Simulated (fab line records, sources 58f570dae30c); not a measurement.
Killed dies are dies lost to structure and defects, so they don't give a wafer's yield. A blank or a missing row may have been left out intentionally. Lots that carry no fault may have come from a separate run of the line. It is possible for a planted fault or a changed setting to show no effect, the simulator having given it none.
Commonality check across tools / flow berkeley cmos170 / 14 lots, 48 wafers sampled

== WHY THIS WAS OPENED ==
Of 14 lots, 2 have the reading NLDD_RS flagged at UCB170_SDANNEAL_RS_MEAS_05. Fault-free wafers read 616.0 ohm/sq, with a standard deviation of 1.4.
Rule: a lot is flagged in two cases, either no wafer of it has a number, or all its wafers with numbers fall more than 4 standard deviations from that mean. As for the other lots, they are considered sound.

lot=L346; measured=day 8 02:08; on=film metro-01; NLDD_RS (ohm/sq), wafer by wafer=614.6 614.9 616.6; flag=
lot=L347; measured=day 8 16:00; on=film metro-03; NLDD_RS (ohm/sq), wafer by wafer=616.1 614.9 617.2; flag=
lot=L351; measured=day 9 12:18; on=film metro-02; NLDD_RS (ohm/sq), wafer by wafer=614.7 614.3 615.7; flag=
lot=L352; measured=day 9 13:10; on=film metro-02; NLDD_RS (ohm/sq), wafer by wafer=613.5 614.1 614.3; flag=
lot=L350; measured=day 9 13:21; on=film metro-03; NLDD_RS (ohm/sq), wafer by wafer=614.4 615.4 616.9; flag=
lot=L354; measured=day 9 13:46; on=film metro-01; NLDD_RS (ohm/sq), wafer by wafer=615.7 616.9 618.0; flag=
lot=L356; measured=day 9 20:28; on=film metro-02; NLDD_RS (ohm/sq), wafer by wafer=616.4 617.1 617.7; flag=
lot=L361; measured=day 11 00:30; on=film metro-01; NLDD_RS (ohm/sq), wafer by wafer=613.7 614.0 613.6; flag=
lot=L362; measured=day 11 06:40; on=film metro-01; NLDD_RS (ohm/sq), wafer by wafer=625.9 627.6 627.6 626.7 627.1 628.4; flag=FLAGGED
lot=L363; measured=day 11 16:26; on=film metro-03; NLDD_RS (ohm/sq), wafer by wafer=629.8 628.8 628.7 629.0 628.7 630.6; flag=FLAGGED
lot=L364; measured=day 11 16:51; on=film metro-02; NLDD_RS (ohm/sq), wafer by wafer=614.7 615.9 615.7; flag=
lot=L365; measured=day 11 17:01; on=film metro-01; NLDD_RS (ohm/sq), wafer by wafer=614.6 616.2 614.5; flag=
lot=L367; measured=day 12 04:53; on=film metro-02; NLDD_RS (ohm/sq), wafer by wafer=617.9 617.0 615.9; flag=
lot=L369; measured=day 12 15:37; on=film metro-02; NLDD_RS (ohm/sq), wafer by wafer=614.6 615.4 613.9; flag=
The mean of the flagged lots' numbers is 628.2 ohm/sq, +12.2 ohm/sq from the usual (+9 standard deviations).

== EACH LOT AND THE TOOL IT RAN ON ==
The record holds 1 process step before the reading, out of a route of 331 steps. Read each cell as the tool, then ch plus the chambers that the sampled wafers visited, then the start.
lot=L346; flag=; UCB170_NLDD_IMPLANT_09=implanter-04 ch 0, day 7 12:35
lot=L347; flag=; UCB170_NLDD_IMPLANT_09=implanter-04 ch 0, day 8 05:13
lot=L351; flag=; UCB170_NLDD_IMPLANT_09=implanter-01 ch 0, day 9 00:30
lot=L352; flag=; UCB170_NLDD_IMPLANT_09=implanter-04 ch 0, day 9 00:45
lot=L350; flag=; UCB170_NLDD_IMPLANT_09=implanter-01 ch 0, day 9 00:52
lot=L354; flag=; UCB170_NLDD_IMPLANT_09=implanter-04 ch 0, day 9 01:38
lot=L356; flag=; UCB170_NLDD_IMPLANT_09=implanter-01 ch 0, day 9 05:14
lot=L361; flag=; UCB170_NLDD_IMPLANT_09=implanter-02 ch 0, day 10 08:31
lot=L362; flag=FLAGGED; UCB170_NLDD_IMPLANT_09=implanter-01 ch 0, day 10 20:01
lot=L363; flag=FLAGGED; UCB170_NLDD_IMPLANT_09=implanter-01 ch 0, day 11 05:02
lot=L364; flag=; UCB170_NLDD_IMPLANT_09=implanter-02 ch 0, day 11 06:19
lot=L365; flag=; UCB170_NLDD_IMPLANT_09=implanter-04 ch 0, day 11 06:02
lot=L367; flag=; UCB170_NLDD_IMPLANT_09=implanter-02 ch 0, day 11 19:19
lot=L369; flag=; UCB170_NLDD_IMPLANT_09=implanter-04 ch 0, day 12 04:45
What the steps here do:
- UCB170_NLDD_IMPLANT_09
- UCB170_SDANNEAL_RS_MEAS_05: measures by four-point-probe.

== FLAGGED OVER TOTAL, TOOL BY TOOL (the gauges that took the reading come last) ==
step=UCB170_NLDD_IMPLANT_09; tool=implanter-01; lots run=5; flagged=2; share of the flagged lots=all; sound lots run after its first flagged lot=0
step=UCB170_NLDD_IMPLANT_09; tool=implanter-02; lots run=3; flagged=0; share of the flagged lots=none; sound lots run after its first flagged lot=-
step=UCB170_NLDD_IMPLANT_09; tool=implanter-04; lots run=6; flagged=0; share of the flagged lots=none; sound lots run after its first flagged lot=-
step=UCB170_SDANNEAL_RS_MEAS_05; tool=film metro-01; lots run=5; flagged=1; share of the flagged lots=some; sound lots run after its first flagged lot=1 (L365)
step=UCB170_SDANNEAL_RS_MEAS_05; tool=film metro-02; lots run=6; flagged=0; share of the flagged lots=none; sound lots run after its first flagged lot=-
step=UCB170_SDANNEAL_RS_MEAS_05; tool=film metro-03; lots run=3; flagged=1; share of the flagged lots=some; sound lots run after its first flagged lot=0

== WHAT THE TABLE PERMITS ==
All flagged lots share 1 row of the table, namely implanter-01 at UCB170_NLDD_IMPLANT_09.
- implanter-01 at UCB170_NLDD_IMPLANT_09 ran 5 lots, 2 of them flagged. Its last sound lot is L356 (day 9 05:14), its first flagged lot L362 (day 10 20:01): a fault that began between those two fits.
Left over: one tool, implanter-01 at UCB170_NLDD_IMPLANT_09.

== WHAT HAD BEEN PUT IN BY THE SIMULATOR ==
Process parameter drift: implanter-01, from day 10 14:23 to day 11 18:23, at UCB170_NLDD_IMPLANT_09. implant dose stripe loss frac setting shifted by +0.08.
Struck lots among those shown: L362, L363. Same finding as the rule above.
